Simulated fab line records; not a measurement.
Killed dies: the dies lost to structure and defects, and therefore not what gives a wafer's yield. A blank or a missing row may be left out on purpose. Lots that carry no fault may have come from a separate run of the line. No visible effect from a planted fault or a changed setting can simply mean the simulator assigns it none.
fab line records | flow rit-cmos | part 2 of 2: steps 34 to 45 of 45
[record] lots = 5 wafers = 15 last-day = 8
route steps=202 shown NRETRO@61 PRETRO@64 GATE@75 FOX2@80 REOX@98 NLDD@103
lots untouched by any fault: they come from a run of this same line in which no faults occurred
start-h: the number of hours between the record's first day and the start of the first shown wafer of the lot | wait-h: hours from the lot's prior step to this one | " the same as in the row above | L1.1+2: several wafers, shown together as one row | - either no value or no given start | * or withheld: withheld | < > ~ a bound
route shown NAME@n: names a module that has steps shown in the file, with the first one's number in the route | usual: mean and standard deviation over wafers with no fault | same: alike in all rows | chamber/n: place in a boat | sites: the reading at each site | _std_site: standard deviation of those values | _edge_site: outer sites' mean less inner sites' | radius-mm: for every site, how far away it sits from the centre of the wafer | mask NAME#n: copy n | behind: the last tool/chamber to shape the wafer | hold: cause of the lot's hold/its duration in hours/its outcome | device: names the non-switching transistor (n, p or np) | end of line: the same wafers' tests at the end of the route | where a step has no rows: the recipe by itself | killed: count of dies lost to structure and defects at first sort (not the wafer's yield) | map: a wafer's dies, marking killed ones x, the rest . and places with no die _
set.NAME: the setting as run; set.NAME@STEP: as run at that earlier step | model.NAME: the simulator's own value behind a step, which no gauge read
lots at selected steps of the route; one table per step, one row per wafer
services: from which hour (start-h, from the record's first day; less than 0 if before it) a tool's chamber was out of use, for how many hours, and why
[[steps]]
[step RIT_GATE_HARDBAKE_18]
[recipe] resist = NOVOLAK temp-c = 140 time-s = 60
[usual] heater-power-total-W = 62.55/0.048
// columns lot.wafer tool chamber start-h wait-h heater-power-total-W
L074.2 litho-track-01 0 38.31 0.0 62.59
L074.3 " 0 " " 62.56
L074.4 " 0 " " 62.49
L077.1 litho-track-01 0 55.77 0.0 62.62
L077.2 " 0 " " 62.58
L077.3 " 0 " " 62.54
L089.1 litho-track-02 0 121.09 0.0 62.56
L089.3 " 0 " " 62.53
L089.6 " 0 " " 62.61
L091.1 litho-track-02 0 140.66 0.0 62.54
L091.4 " 0 " " 62.42
L091.6 " 0 " " 62.57
L097.1 litho-track-02 0 169.90 0.0 62.56
L097.2 " 0 " " 62.52
L097.6 " 0 " " 62.51
[step RIT_GATE_ETCH_19]
[recipe] chemistry = SF6/CHF3/O2 time-s = 165 SF6_flow_sccm = 30 CHF3_flow_sccm = 30 O2_flow_sccm = 5 target = poly-Si pressure-mtorr = 40 rf-w = 160 target-depth-a = 3125 over-etch-frac = 0.25 stop-on = SiO2
[usual] SF6_flow_sccm = 30.00/0.097 drypump-motor-current-A = 5.4/0.49 oes-product-au = 0.846/0.014 throttle-valve-pct = 10.25/0.1
// columns lot.wafer tool chamber start-h wait-h SF6_flow_sccm drypump-motor-current-A oes-product-au rf-hours-counter-h throttle-valve-pct
L074.2 rie-si-01 2 38.44 0.1 30.07 5.6 0.847 1 10.20
L074.3 " 3 " " 29.99 4.9 0.863 158 10.13
L074.4 " 0 " " 29.95 5.5 0.849 141 10.31
L077.1 rie-si-02 0 55.92 0.1 29.80 5.1 0.868 30 10.17
L077.2 " 1 " " 30.11 6.3 0.859 8 10.19
L077.3 " 3 " " 29.98 5.1 0.823 1 10.33
L089.1 rie-si-02 2 121.24 0.1 29.97 5.9 0.842 39 10.33
L089.3 " 0 " " 29.99 5.1 0.865 30 10.16
L089.6 " 2 " " 29.93 5.9 0.840 - 10.33
L091.1 rie-si-01 0 140.81 0.1 29.91 5.4 0.854 141 10.30
L091.4 " 1 " " 29.97 4.7 0.832 86 10.41
L091.6 " 2 " " 29.95 5.6 0.859 - 10.20
L097.1 rie-si-02 3 170.05 0.1 29.94 5.1 0.826 2 10.33
L097.2 " 1 " " 29.95 6.3 0.841 9 10.16
L097.6 " 0 " " 30.07 5.1 0.857 - 10.16
[step RIT_GATE_STRIP_20]
[recipe] chemistry = O2 time-s = 180 resist = NOVOLAK platen-temp-c = withheld power-w = 500 pressure-mtorr = 4000 o2-flow-sccm = 4000
[usual] drypump-motor-current-A = 5.7/0.45
// columns lot.wafer tool chamber start-h wait-h drypump-motor-current-A rf-hours-counter-h
L074.2 plasma-asher-01 0 38.54 0.1 5.4 39
L074.3 " 1 " " 5.9 -
L074.4 " 0 " " 5.4 -
L077.1 plasma-asher-01 0 56.03 0.1 5.4 42
L077.2 " 1 " " 5.9 42
L077.3 " 0 " " 5.4 -
L089.1 plasma-asher-03 0 121.34 0.1 6.3 33
L089.3 " 1 " " 5.0 -
L089.6 " 0 " " 6.3 -
L091.1 plasma-asher-01 0 140.92 0.1 5.4 2
L091.4 " 1 " " 5.9 -
L091.6 " 0 " " 5.4 -
L097.1 plasma-asher-04 1 170.15 0.1 6.1 52
L097.2 " 0 " " 5.4 52
L097.6 " 1 " " 6.1 -
[step RIT_GATE_CD_MEAS_90]
[recipe] target-cd-nm = 150
[usual] cd-nm = 148.7/2.9
// columns lot.wafer tool chamber start-h wait-h cd-nm
L074.2 cd-sem-02 - 38.74 0.1 152.1
L074.3 " - " " 155.2
L074.4 " - " " 153.8
L077.1 cd-sem-02 - 56.20 0.1 150.8
L077.2 " - " " 151.3
L077.3 " - " " 149.2
L089.1 cd-sem-01 - 121.52 0.1 144.0
L089.3 " - " " 143.8
L089.6 " - " " 141.9
L091.1 cd-sem-02 - 141.09 0.1 149.2
L091.4 " - " " 148.6
L091.6 " - " " 149.8
L097.1 cd-sem-02 - 170.33 0.1 151.7
L097.2 " - " " 151.3
L097.6 " - " " 150.7
[step RIT_REOX_CLEAN_00]
[recipe] chemistry = SC1 mix = 3:3:50 time-s = 600 temp-c = 75
// columns lot.wafer tool chamber start-h wait-h
L074.2+3+4 wet-bench-03 3 38.84 0.1
L077.1+2+3 wet-bench-03 3 56.32 0.1
L089.1+3+6 wet-bench-04 0 121.64 0.1
L091.1+4+6 wet-bench-02 2 141.21 0.1
L097.1+2+6 wet-bench-02 2 170.45 0.1
[step RIT_REOX_CLEAN_01]
[recipe] chemistry = dHF dilution = 50:1 time-s = 30
// columns lot.wafer tool chamber start-h wait-h
L074.2+3+4 wet-bench-04 3 39.05 0.0
L077.1+2+3 wet-bench-04 3 56.50 0.0
L089.1+3+6 wet-bench-02 1 121.81 0.0
L091.1+4+6 wet-bench-03 2 141.39 0.0
L097.1+2+6 wet-bench-02 0 170.64 0.0
[step RIT_REOX_CLEAN_02]
[recipe] chemistry = SC2 mix = 3:3:50 time-s = 600 temp-c = 75 dry = n2-spin
// columns lot.wafer tool chamber start-h wait-h
L074.2+3+4 wet-bench-02 0 39.06 0.0
L077.1+2+3 wet-bench-02 2 56.51 0.0
L089.1+3+6 wet-bench-03 0 121.83 0.0
L091.1+4+6 wet-bench-04 0 141.40 0.0
L097.1+2+6 wet-bench-02 3 170.66 0.0
[step RIT_REOX_OXIDATION_03]
[recipe] temp-c = 900 ambient = O2 target-thk-a = 252 ox-time-s = 5580
[usual] zone-power-centre-pct = 40.3/2.9
[same] ox-time-s = 5580
// columns lot.wafer tool chamber start-h wait-h zone-power-centre-pct
L074.2 furnace-03 0 39.61 0.4 42.8
L074.3 " 0 " " 42.8
L074.4 " 0 " " 42.2
L077.1 furnace-03 0 60.36 3.7 42.0
L077.2 " 0 " " 42.7
L077.3 " 0 " " 42.3
L089.1 furnace-01 0 124.18 2.2 35.9
L089.3 " 0 " " 35.9
L089.6 " 0 " " 36.2
L091.1 furnace-01 0 145.81 4.2 36.6
L091.4 " 0 " " 36.4
L091.6 " 0 " " 37.2
L097.1 furnace-03 0 173.38 2.5 42.8
L097.2 " 0 " " 41.4
L097.6 " 0 " " 42.5
[step RIT_REOX_THK_MEAS_04]
[recipe] reads = SiO2_of_REOX_OXIDATION_03
[usual] REOX_OXIDE_THK = 25.1/0.54
// columns lot.wafer tool chamber start-h wait-h REOX_OXIDE_THK[nm]
L074.2 film-metro-02 - 42.17 0.0 25.2
L074.3 " - " " 25.3
L074.4 " - " " 25.2
L077.1 film-metro-04 - 62.91 0.0 25.3
L077.2 " - " " 24.8
L077.3 " - " " 24.7
L089.1 film-metro-04 - 126.73 0.0 23.9
L089.3 " - " " 24.2
L089.6 " - " " 23.6
L091.1 film-metro-04 - 148.36 0.0 24.2
L091.4 " - " " 24.7
L091.6 " - " " 24.8
L097.1 film-metro-03 - 175.93 0.0 24.9
L097.2 " - " " 25.3
L097.6 " - " " 25.6
[step RIT_NLDD_HMDS_00]
[recipe] prime-time-s = 60 prime-temp-c = 140
// columns lot.wafer tool chamber start-h wait-h
L074.2+3+4 litho-track-03 0 42.24 0.1
L077.1+2+3 litho-track-04 0 62.97 0.1
L089.1+3+6 litho-track-03 0 126.97 0.2
L091.1+4+6 litho-track-01 0 148.42 0.1
L097.1+2+6 litho-track-04 0 176.37 0.4
[step RIT_NLDD_COAT_01]
[recipe] resist = NOVOLAK spin-rpm = 3250 resist-thk-nm = 1000
// columns lot.wafer tool chamber start-h wait-h
L074.2+3+4 litho-track-03 0 42.39 0.1
L077.1+2+3 litho-track-04 0 63.12 0.1
L089.1+3+6 litho-track-03 0 127.12 0.1
L091.1+4+6 litho-track-01 0 148.57 0.1
L097.1+2+6 litho-track-04 0 176.52 0.1
[step RIT_NLDD_SOFTBAKE_02]
[recipe] resist = NOVOLAK temp-c = 90 time-s = 60
[usual] heater-power-total-W = 34.56/0.049
// columns lot.wafer tool chamber start-h wait-h heater-power-total-W
L074.2 litho-track-03 0 42.54 0.1 34.60
L074.3 " 0 " " 34.58
L074.4 " 0 " " 34.59
L077.1 litho-track-04 0 63.27 0.1 34.56
L077.2 " 0 " " 34.51
L077.3 " 0 " " 34.53
L089.1 litho-track-03 0 127.27 0.1 34.53
L089.3 " 0 " " 34.52
L089.6 " 0 " " 34.53
L091.1 litho-track-01 0 148.72 0.1 34.61
L091.4 " 0 " " 34.60
L091.6 " 0 " " 34.59
L097.1 litho-track-04 0 176.67 0.1 34.62
L097.2 " 0 " " 34.58
L097.6 " 0 " " 34.55
[[services]]
// columns tool chamber start-h hours kind
iline-stepper-02 - 16.33 21.4 repair
implanter-01 - 31.29 0.7 repair
plasma-asher-04 - 35.24 10.0 pm
implanter-01 - 38.64 4.0 pm
furnace-03 - 43.47 3.1 pm
plasma-asher-02 - 44.58 1.2 repair
wet-bench-01 - 46.24 33.6 pm
plasma-asher-04 - 47.58 3.2 repair
plasma-asher-02 - 92.16 14.6 pm
wet-bench-01 - 108.21 1.2 repair
plasma-asher-01 - 108.75 9.0 pm
furnace-04 - 108.93 75.3 pm
iline-stepper-01 - 111.55 2.7 repair
implanter-01 - 116.89 1.2 repair
plasma-asher-04 - 116.94 2.9 repair
rie-si-02 3 120.25 12.3 repair
lpcvd-01 - 121.78 2.5 repair
furnace-01 - 126.73 3.7 pm
lpcvd-01 - 127.36 2.8 pm
rie-si-02 0 131.00 2.3 repair
furnace-03 - 137.66 2.1 repair
plasma-asher-02 - 168.22 6.6 repair
iline-stepper-02 - 168.83 1.7 pm
furnace-01 - 174.60 6.1 repair
